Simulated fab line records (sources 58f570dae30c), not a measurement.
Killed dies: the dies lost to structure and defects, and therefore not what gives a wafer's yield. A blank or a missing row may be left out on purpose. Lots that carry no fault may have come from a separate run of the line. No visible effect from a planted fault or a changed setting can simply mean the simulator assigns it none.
The tool behind it: which one? + flow berkeley-cmos170 + 45 wafers from 15 lots sampled at 2 of the route's 331 steps

WHAT THE GAUGES SHOWED, per wafer
UCB170_PFIELD_OVL_MEAS_06. Usual: for PFIELD_OVL the level is -4 nm and the standard deviation is 5.3.
| lot  | measured     | on         | PFIELD_OVL (nm) | flag |
|------|--------------|------------|-----------------|------|
| L656 | day 5 00:40  | overlay-02 | -1 11 3         |      |
| L657 | day 5 01:12  | overlay-02 | -7 0 2          |      |
| L658 | day 5 12:50  | overlay-02 | -4 0 9          |      |
| L659 | day 5 20:59  | overlay-02 | 2 -1 -4         |      |
| L661 | day 5 21:26  | overlay-02 | -7 2 -1         |      |
| L660 | day 5 21:32  | overlay-01 | -6 -7 3         |      |
| L663 | day 6 04:13  | overlay-02 | -4 -8 -6        |      |
| L664 | day 6 18:38  | overlay-01 | -3 -8 -13       |      |
| L666 | day 7 05:37  | overlay-01 | 3 3 6           |      |
| L667 | day 7 17:49  | overlay-01 | 256 256 260     | OFF  |
| L669 | day 8 01:34  | overlay-01 | -5 0 -9         |      |
| L671 | day 8 11:29  | overlay-02 | 251 249 255     | OFF  |
| L673 | day 8 20:37  | overlay-02 | 252 253 253     | OFF  |
| L675 | day 9 12:26  | overlay-01 | -9 -10 0        |      |
| L677 | day 10 03:13 | overlay-01 | -1 -2 3         |      |

TOOL THAT RAN EACH LOT (tool first, then ch and the chambers of the sampled wafers, then the start)
| lot  | UCB170_PFIELD_EXPOSE_03           |
|------|-----------------------------------|
| L656 | krf-scanner-01 ch 0, day 5 00:10  |
| L657 | krf-scanner-02 ch 0, day 5 00:31  |
| L658 | krf-scanner-01 ch 0, day 5 12:25  |
| L659 | krf-scanner-01 ch 0, day 5 20:16  |
| L661 | krf-scanner-02 ch 0, day 5 20:31  |
| L660 | krf-scanner-01 ch 0, day 5 20:50  |
| L663 | krf-scanner-01 ch 0, day 6 03:49  |
| L664 | krf-scanner-02 ch 0, day 6 18:15  |
| L666 | krf-scanner-01 ch 0, day 7 05:14  |
| L667 | krf-scanner-01 ch 0, day 7 17:23  |
| L669 | krf-scanner-02 ch 0, day 8 01:11  |
| L671 | krf-scanner-01 ch 0, day 8 10:42  |
| L673 | krf-scanner-01 ch 0, day 8 20:14  |
| L675 | krf-scanner-02 ch 0, day 9 12:02  |
| L677 | krf-scanner-02 ch 0, day 10 02:34 |
- UCB170_PFIELD_EXPOSE_03: exposes mask PFIELD, target cd 1500 nm.

WHAT THE TOOLS THEMSELVES READ (means of the sampled wafers that have a number; where no wafer has one, the mark that the record gives instead)
The record holds no such reading with a usual standard deviation.

THE ANSWER, worked out from the rows above alone
Rule: a lot counts as off when the mean over its wafers that have a number is more than 3 standard deviations away from the usual mean. Also off: a lot with no number at a reading for which 4 or more lots have one. Where the step has rows for the other lots, those lots are counted as sound. First the gauges in route order, then the tools' own readings, where a lot's mean is used as printed above. The first step at which some lot is off is used, and at that step the reading that is off furthest; a lot without a number counts as furthest.
Off: L667, L671, L673, seen at UCB170_PFIELD_OVL_MEAS_06 (PFIELD_OVL).
If a tool, at a process step before that reading, ran all the lots that are off and no sound lot after the first of them, it fits. Those tools and the gauges at UCB170_PFIELD_OVL_MEAS_06 are tried in the same way. One fits: UCB170_PFIELD_EXPOSE_03 on krf-scanner-01. A fault onset in the window from L666 (day 7 05:14, its last sound lot) to L667 (day 7 17:23, its first lot off) fits.

WHAT HAD BEEN PUT IN BY THE SIMULATOR
Scanner matching overlay: krf-scanner-01, from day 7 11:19 on, at UCB170_PFIELD_EXPOSE_03. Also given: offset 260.
Shown lots that were struck: L667, L671, L673. The rule above reached the same finding.
